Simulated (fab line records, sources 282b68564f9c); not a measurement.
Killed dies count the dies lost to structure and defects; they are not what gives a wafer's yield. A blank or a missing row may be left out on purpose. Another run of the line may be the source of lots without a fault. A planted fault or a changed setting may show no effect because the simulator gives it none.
fab line records | flow rit_cmos
[record] lots = 5 wafers = 15 last_day = 7
route steps=202 shown M1@191
lots that met no fault: from a run of the same line without faults
start_h: the number of hours between the record's first day and the start of the first shown wafer of the lot | wait_h: hours from the lot's prior step to this one | " identical to the entry in the row above | L1.1+2: one row covering several wafers at once | - either no value or no given start | * or withheld: withheld | < > ~ a bound
route shown NAME@n: names a module that has steps shown in the file, with the first one's number in the route | usual: average and standard deviation across the fault-free wafers | same: alike in all rows | chamber/n: place in a boat | sites: readings site by site | _std_site: the standard deviation of these | _edge_site: mean of outer sites minus mean of inner sites | radius_mm: for every site, how far away it sits from the centre of the wafer | mask NAME#n: copy n | behind: the last tool/chamber to shape the wafer | hold: why the lot went on hold/how many hours it stayed there/how the hold came to an end | device: transistor that didn't switch, given as n, p or np | end of line: the tests these same wafers got at the end of their route | a step with no rows: only its recipe | killed: count of dies lost to structure and defects at first sort (not the wafer's yield) | map: a wafer's dies, marking killed ones x, the rest . and places with no die _
set.NAME: setting as actually run; set.NAME@STEP: the setting as run at that earlier step | model.NAME: the simulator's own value behind a step, which no gauge read
a table for each step, a row for each wafer; lots at some steps of the route
services: when a tool's chamber went out of use (start_h, in hours from the record's first day, below 0 if earlier), for how many hours, and the reason
[[steps]]
[step RIT_M1_PEB_07]
[recipe] resist = NOVOLAK temp_c = withheld time_s = withheld
[usual] chill_plate_temp_C = * resist_line_temp_C = *
// columns lot.wafer tool chamber start_h wait_h chill_plate_temp_C resist_line_temp_C
L079.2 litho_track-03 0 80.55 0.1 * *
L079.4 " 0 " " * *
L079.5 " 0 " " * *
L081.1 litho_track-02 0 94.91 0.1 * *
L081.2 " 0 " " * *
L081.3 " 0 " " * *
L085.1 litho_track-02 0 119.99 0.1 * *
L085.2 " 0 " " * *
L085.6 " 0 " " * *
L089.1 litho_track-04 0 135.11 0.2 * *
L089.3 " 0 " " * *
L089.4 " 0 " " * *
L094.1 litho_track-04 0 155.60 0.1 * *
L094.2 " 0 " " * *
L094.5 " 0 " " * *
[step RIT_M1_DEVELOP_08]
[recipe] resist = NOVOLAK develop_time_s = 68 dev_temp_c = 23
[usual] chill_plate_temp_C = 23.00/0.11 resist_line_temp_C = 23.01/0.11
// columns lot.wafer tool chamber start_h wait_h chill_plate_temp_C resist_line_temp_C
L079.2 litho_track-03 0 - - 22.90 22.91
L079.4 " 0 " " 22.98 22.92
L079.5 " 0 " " 22.89 23.07
L081.1 litho_track-02 0 - - 22.99 23.30
L081.2 " 0 " " 22.96 22.99
L081.3 " 0 " " 23.04 23.19
L085.1 litho_track-02 0 - - 23.10 22.91
L085.2 " 0 " " 22.96 22.94
L085.6 " 0 " " 23.08 22.96
L089.1 litho_track-04 0 - - 22.86 23.01
L089.3 " 0 " " 22.96 22.91
L089.4 " 0 " " 22.94 22.94
L094.1 litho_track-04 0 - - 22.98 23.04
L094.2 " 0 " " 23.00 23.12
L094.5 " 0 " " 22.99 23.08
[step RIT_M1_CD_MEAS_09]
[recipe] target_cd_nm = 2600
[usual] cd_nm = 2600.7/2.2
// columns lot.wafer tool chamber start_h wait_h cd_nm
L079.2 cd_sem-02 - 80.86 - 2600.5
L079.4 " - " " 2601.0
L079.5 " - " " 2598.9
L081.1 cd_sem-02 - 95.23 - 2603.1
L081.2 " - " " 2600.7
L081.3 " - " " 2599.7
L085.1 cd_sem-01 - 120.30 - 2598.6
L085.2 " - " " 2595.7
L085.6 " - " " 2599.1
L089.1 cd_sem-01 - 135.42 - 2598.3
L089.3 " - " " 2597.3
L089.4 " - " " 2600.0
L094.1 cd_sem-01 - 155.92 - 2602.6
L094.2 " - " " 2602.0
L094.5 " - " " 2602.5
[step RIT_M1_OVL_MEAS_10]
[usual] M1_OVL = 1.2/1.8
// columns lot.wafer tool chamber start_h wait_h M1_OVL[nm]
L079.2 overlay-02 - 80.97 0.1 1.0
L079.4 " - " " 0.3
L079.5 " - " " -0.4
L081.1 overlay-01 - 95.35 0.1 2.9
L081.2 " - " " 3.7
L081.3 " - " " 1.8
L085.1 overlay-01 - 120.44 0.1 2.3
L085.2 " - " " 0.9
L085.6 " - " " 1.9
L089.1 overlay-01 - 135.54 0.1 0.6
L089.3 " - " " 2.6
L089.4 " - " " 0.9
L094.1 overlay-01 - 156.04 0.1 1.3
L094.2 " - " " 0.7
L094.5 " - " " 0.3
[step RIT_M1_HARDBAKE_11]
[recipe] resist = NOVOLAK temp_c = 139.4 time_s = 120
[usual] chill_plate_temp_C = 22.98/0.093 resist_line_temp_C = 23.00/0.1
[same] time_s = 120
// columns lot.wafer tool chamber start_h wait_h chill_plate_temp_C resist_line_temp_C
L079.2 litho_track-03 0 81.04 0.1 22.97 23.13
L079.4 " 0 " " 22.91 23.01
L079.5 " 0 " " 23.03 22.98
L081.1 litho_track-03 0 95.38 0.0 23.01 22.90
L081.2 " 0 " " 23.08 23.10
L081.3 " 0 " " 22.99 23.10
L085.1 litho_track-03 0 120.50 0.1 22.95 22.85
L085.2 " 0 " " 22.92 23.01
L085.6 " 0 " " 22.84 22.99
L089.1 litho_track-03 0 135.58 0.0 22.87 22.98
L089.3 " 0 " " 22.81 23.04
L089.4 " 0 " " 22.87 22.95
L094.1 litho_track-02 0 156.07 0.0 23.07 22.97
L094.2 " 0 " " 22.90 22.92
L094.5 " 0 " " 22.97 23.17
[step RIT_M1_METAL_ETCH_12]
[recipe] stop_on = SiO2 chemistry = Cl2/BCl3 target = Al time_s = 165 over_etch_frac = 0.5 pressure_mtorr = 100 target_depth_a = 6000 rf_w = 250 Cl2_flow_sccm = 60 bcl3_flow_sccm = 50
[usual] drypump_motor_current_A = 5.9/0.6 he_backside_leak_sccm = 3.22/0.18 oes_product_au = 0.790/0.017 throttle_valve_pct = 8.29/0.13
[same] time_s = 165
// columns lot.wafer tool chamber start_h wait_h drypump_motor_current_A he_backside_leak_sccm oes_product_au rf_hours_counter_h throttle_valve_pct
L079.2 rie_metal-03 1 81.25 0.2 6.8 3.19 0.789 2 8.40
L079.4 " 1 " " 6.7 3.11 0.777 - 8.40
L079.5 " 1 " " 6.7 3.47 0.776 - 8.41
L081.1 rie_metal-04 1 95.63 0.2 5.9 3.23 0.769 32 8.31
L081.2 " 0 " " 6.0 3.41 0.778 35 8.38
L081.3 " 0 " " 6.0 3.51 0.780 - 8.39
L085.1 rie_metal-03 1 120.75 0.2 6.7 3.34 0.788 3 8.40
L085.2 " 0 " " 6.2 3.09 0.818 3 8.23
L085.6 " 1 " " 6.7 3.20 0.782 - 8.40
L089.1 rie_metal-02 0 135.83 0.2 4.8 3.21 0.787 1 8.40
L089.3 " 1 " " 6.0 3.30 0.788 - 8.05
L089.4 " 0 " " 4.8 3.03 0.775 - 8.40
L094.1 rie_metal-04 0 156.32 0.2 6.0 3.48 0.809 0 8.37
L094.2 " 1 " " 5.9 3.11 0.806 0 8.34
L094.5 " 1 " " 5.9 3.16 0.822 - 8.32
[step RIT_M1_STRIP_13]
[recipe] chemistry = nmp resist = NOVOLAK temp_c = 80 time_s = 600 dry = n2_spin
[same] time_s = 600
// columns lot.wafer tool chamber start_h wait_h
L079.2+4+5 wet_bench-03 0 81.41 0.1
L081.1+2+3 wet_bench-03 3 95.79 0.1
L085.1+2+6 wet_bench-01 3 120.91 0.1
L089.1+3+4 wet_bench-01 0 135.99 0.1
L094.1+2+5 wet_bench-04 0 156.49 0.1
[step RIT_M1_STRIP_14]
[recipe] chemistry = O2 time_s = 180 platen_temp_c = withheld power_w = 500 pressure_mtorr = 4000 o2_flow_sccm = 4000
[usual] drypump_motor_current_A = 5.5/0.36 rf_refl_power_W = 6.6/0.82
[same] time_s = 180
// columns lot.wafer tool chamber start_h wait_h drypump_motor_current_A rf_hours_counter_h rf_refl_power_W
L079.2 plasma_asher-01 0 81.60 0.0 4.9 44 6.2
L079.4 " 1 " " 5.4 - 6.3
L079.5 " 0 " " 4.9 - 6.2
L081.1 plasma_asher-04 0 95.97 0.0 5.8 32 7.5
L081.2 " 1 " " 5.3 32 6.0
L081.3 " 1 " " 5.2 - 6.0
L085.1 plasma_asher-01 1 121.09 0.0 5.4 48 6.1
L085.2 " 0 " " 4.9 48 6.1
L085.6 " 1 " " 5.4 - 6.1
L089.1 plasma_asher-03 0 136.16 0.0 5.5 49 6.0
L089.3 " 0 " " 5.5 - 6.1
L089.4 " 1 " " 6.0 - 8.0
L094.1 plasma_asher-03 0 156.66 0.0 5.4 51 5.8
L094.2 " 1 " " 6.0 51 8.0
L094.5 " 0 " " 5.5 - 5.9
[step RIT_M1_CD_MEAS_90]
[recipe] target_cd_nm = 2600
[usual] cd_nm = 2600.9/2.4
// columns lot.wafer tool chamber start_h wait_h cd_nm
L079.2 cd_sem-02 - 81.79 0.1 2600.3
L079.4 " - " " 2601.3
L079.5 " - " " 2598.2
L081.1 cd_sem-02 - 96.14 0.1 2601.8
L081.2 " - " " 2601.0
L081.3 " - " " 2598.6
L085.1 cd_sem-02 - 121.26 0.1 2599.2
L085.2 " - " " 2597.8
L085.6 " - " " 2601.0
L089.1 cd_sem-02 - 136.34 0.1 2598.8
L089.3 " - " " 2597.5
L089.4 " - " " 2600.1
L094.1 cd_sem-01 - 156.84 0.1 2602.8
L094.2 " - " " 2602.7
L094.5 " - " " 2602.3
[step RIT_M1_ANNEAL_15]
[recipe] temp_c = 450 time_s = 1800 ambient = forming_gas_H2N2
[usual] tube_center_temp_C = 450/0.045 zone_power_load_pct = 7.35/0.068
[same] time_s = 1800
// columns lot.wafer tool chamber start_h wait_h tube_center_temp_C zone_power_load_pct
L079.2 furnace-02 0 81.89 0.1 449.96 7.38
L079.4 " 0 " " 450.04 7.40
L079.5 " 0 " " 450.04 7.36
L081.1 furnace-02 0 96.26 0.1 449.99 7.45
L081.2 " 0 " " 450.02 7.32
L081.3 " 0 " " 449.97 7.35
L085.1 furnace-02 0 121.38 0.1 450 7.29
L085.2 " 0 " " 449.97 7.35
L085.6 " 0 " " 450.04 7.33
L089.1 furnace-02 0 136.46 0.1 449.94 7.26
L089.3 " 0 " " 449.96 7.48
L089.4 " 0 " " 449.93 7.30
L094.1 furnace-02 0 156.96 0.1 450.04 7.39
L094.2 " 0 " " 450.03 7.37
L094.5 " 0 " " 450 7.38
[step RIT_M1_BOW_MEAS_16]
[recipe] mode = bow
[usual] M1_BOW = 16/6.6
// columns lot.wafer tool chamber start_h wait_h M1_BOW[um]
L079.2 film_metro-04 - 83.41 0.0 16
L079.4 " - " " 16
L079.5 " - " " 6
L081.1 film_metro-02 - 97.76 0.0 19
L081.2 " - " " 23
L081.3 " - " " 12
L085.1 film_metro-03 - 122.88 0.0 16
L085.2 " - " " 9
L085.6 " - " " 13
L089.1 film_metro-04 - 137.96 0.0 33
L089.3 " - " " 23
L089.4 " - " " 8
L094.1 film_metro-04 - 158.46 0.0 23
L094.2 " - " " 11
L094.5 " - " " 23
[step RIT_M1_PROBE_99]
[usual] defect_limited_yield = 97.2/1.3 killed_at_contacts = 0.1/0.27 killed_at_front_end = 7/3.3 killed_dies = 7/3.3 killed_open = 3.5/2 killed_short = 3.8/2.2 sort_bin_3_pad_short = 0.2/0.27 sort_bin_5_function = 1.6/0.86 sort_bin_6_memory = 1.1/0.66 sort_n_pass = 257/3.3 sort_yield_pct = 97.2/1.3
[same] gross_dies = 264 killed_at_M0_to_M3 = 0 killed_at_M4_up = 0 killed_at_back_side = 0 killed_at_other = 0
// columns lot.wafer tool chamber start_h wait_h defect_limited_yield[%] killed_at_contacts killed_at_front_end killed_dies killed_open killed_short sort_bin_3_pad_short[%] sort_bin_5_function[%] sort_bin_6_memory[%] sort_n_pass sort_yield_pct[%]
L079.2 prober-01 - 83.56 0.1 97.7 0 6 6 4 2 0 1.5 0.8 258 97.7
L079.4 prober-01 - 83.66 0.2 97.7 0 6 6 3 3 0 1.9 0.4 258 97.7
L079.5 prober-01 - 83.71 0.2 97.0 0 8 8 2 6 0.4 1.9 0.8 256 97.0
L085.1 prober-01 - 123.00 0.1 96.6 0 9 9 4 5 0.8 0.8 1.9 255 96.6
L085.2 prober-01 - 123.05 0.1 97.7 1 5 6 3 3 0 1.1 1.1 258 97.7
L085.6 prober-01 - 123.25 0.2 97.3 0 7 7 2 5 0.4 2.3 0 257 97.3
// killed by level:class
L079.2 REOX:geometric_particle:open=2 FOX2:geometric_particle:short=1 GATE:geometric_particle:open=1 SPACER:geometric_particle:short=1 SILICIDE:geometric_particle:open=1
L079.4 SPACER:geometric_particle:open=2 FOX2:geometric_particle:short=1 GATE:geometric_particle:short=1 REOX:geometric_particle:open=1 SPACER:geometric_particle:short=1
L079.5 SILICIDE:geometric_particle:short=4 GATE:geometric_particle:short=1 REOX:geometric_particle:open=1 SPACER:geometric_particle:short=1 SILICIDE:geometric_particle:open=1
L085.1 SILICIDE:geometric_particle:short=4 FOX1:geometric_particle:open=2 GATE:geometric_particle:open=1 SPACER:geometric_particle:short=1 SILICIDE:geometric_particle:open=1
L085.2 GATE:geometric_particle:short=2 FOX1:geometric_particle:open=1 SPACER:geometric_particle:open=1 SILICIDE:geometric_particle:short=1 CONTACT:geometric_particle:open=1
L085.6 FOX1:geometric_particle:short=2 FOX1:geometric_particle:open=1 FOX2:geometric_particle:short=1 REOX:geometric_particle:short=1 SILICIDE:geometric_particle:open=1 SILICIDE:geometric_particle:short=1
[[services]]
// columns tool chamber start_h hours kind
plasma_asher-03 - 78.11 4.9 repair
rie_metal-04 - 136.12 20.0 pm
rie_metal-04 0 136.12 20.0 vent_cycle
rie_metal-04 1 136.12 20.0 vent_cycle
rie_metal-04 0 156.12 - clean
rie_metal-04 1 156.12 - clean
[[key]]
fault none
